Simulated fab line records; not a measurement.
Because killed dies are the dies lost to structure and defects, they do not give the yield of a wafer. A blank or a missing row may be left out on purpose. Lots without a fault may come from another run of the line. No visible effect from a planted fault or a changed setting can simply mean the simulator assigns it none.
A struck lot beside a sound one	flow berkeleyCmos170	15 out of 331 route steps
Sound: wafers L596.1, L596.2, L596.6. Struck: wafer L592.4 (left out: L592.1, L592.5 of the same lot, which were not struck); the cause appears at the end.
Each step with rows lists, per side, the tool, then ch with its chambers, then its first start. Under that, the readings that differ: sound wafers	struck wafers	difference of the means	sigmas: that difference in standard deviations of wafers without a fault.
alike: readings whose means differ by less than 2 such deviations, and words and numbers that are the same on both sides. not compared: withheld readings, readings that some wafer has no value for, bounds like >300 that may hide the same value, and numbers for which the record gives no deviation and whose values overlap.
The two part at a step that has a row with sigmas, a row that says differs or no value, or rows on one side only. Numbers that have no deviation but don't overlap get no sigmas and don't part them. A reading that every wafer of one side lacks parts them only if that side has two wafers or more.

first, 3 steps without rows for these wafers: UCB170_BACKSIDE_HMDS_00 (prime time 60 s); UCB170_BACKSIDE_COAT_01 (resist thk 900 nm); UCB170_BACKSIDE_SOFTBAKE_02 (time 60 s).
UCB170_BACKSIDE_STRIP_03: strips in O2.
  sound on plasmaAsher-03 ch 0,1, day 10 16:02; struck on plasmaAsher-01 ch 0, day 9 19:08
  alike: drypumpMotorCurrentA, oesProductAu, stripTimeToEndpointS
  not compared: rfHoursCounterH
then, 1 step without rows for these wafers: UCB170_BACKSIDE_CLEAN_04 (cleans in SPM, time 600 s).
UCB170_SDANNEAL_RTA_00: time 10 s.
  sound on rtpAnneal-01 ch 0, day 10 18:23; struck on rtpAnneal-02 ch 0, day 9 19:25
reading	sound	struck	difference	sigmas
lampPowerPct (%)	29 29 29	22	-7	-2
wafer_temp_C_max	903.1 902.6 902.8	906.1	+3.3	+2
UCB170_SDANNEAL_RTA_01: time 5 s.
  sound on rtpAnneal-01 ch 0, day 10 18:28; struck on rtpAnneal-02 ch 0, day 9 19:29
reading	sound	struck	difference	sigmas
wafer_temp_C_max	1054.0 1055.1 1054.2	1059.0	+4.6	+3
  alike: lampPowerPct
UCB170_SDANNEAL_RS_MEAS_02: measurement is done with a four-point probe.
  sound on filmMetro-01 at day 10 18:31; struck on filmMetro-01 at day 9 19:32
  alike: PSD_RS
UCB170_SDANNEAL_RS_MEAS_03: measurement is done with a four-point probe.
  sound on filmMetro-01 at day 10 18:38; struck on filmMetro-01 at day 9 19:40
  alike: NSD_RS
UCB170_SDANNEAL_RS_MEAS_04: measurement is done with a four-point probe.
  sound on filmMetro-01 at day 10 18:46; struck on filmMetro-01 at day 9 19:47
  alike: PLDD_RS
UCB170_SDANNEAL_RS_MEAS_05: measurement is done with a four-point probe.
  sound on filmMetro-01 at day 10 18:53; struck on filmMetro-01 at day 9 19:54
  alike: NLDD_RS
then, 1 step without rows for these wafers: UCB170_SILICIDE_PRE_CLEAN_00 (preclean etch time 60 s).
UCB170_SILICIDE_SPUTTER_01: material Ti, target thk 30 nm, time 25 s.
  sound on pvdSputter-02 at day 10 19:04; struck on pvdSputter-03 at day 9 20:05
reading	sound	struck	difference	sigmas
model.Ti_of_SILICIDE_SPUTTER_01.thkNm (nm)	29.82 29.58 29.78	29.43	-0.30	
  alike: throttleValvePct
UCB170_SILICIDE_RS_MEAS_02: measurement is done with a four-point probe.
  sound on filmMetro-03 at day 10 19:07; struck on filmMetro-03 at day 9 20:07
  alike: SILICIDE_TI_RS
UCB170_M3_PROBE_99:
  the record has rows for the sound wafers here (prober-01, day 11 17:20) and none for the struck ones

WHERE THEY PART
First at UCB170_SDANNEAL_RTA_00; last, within this record, at UCB170_M3_PROBE_99.

WHY: what had been put in by the simulator
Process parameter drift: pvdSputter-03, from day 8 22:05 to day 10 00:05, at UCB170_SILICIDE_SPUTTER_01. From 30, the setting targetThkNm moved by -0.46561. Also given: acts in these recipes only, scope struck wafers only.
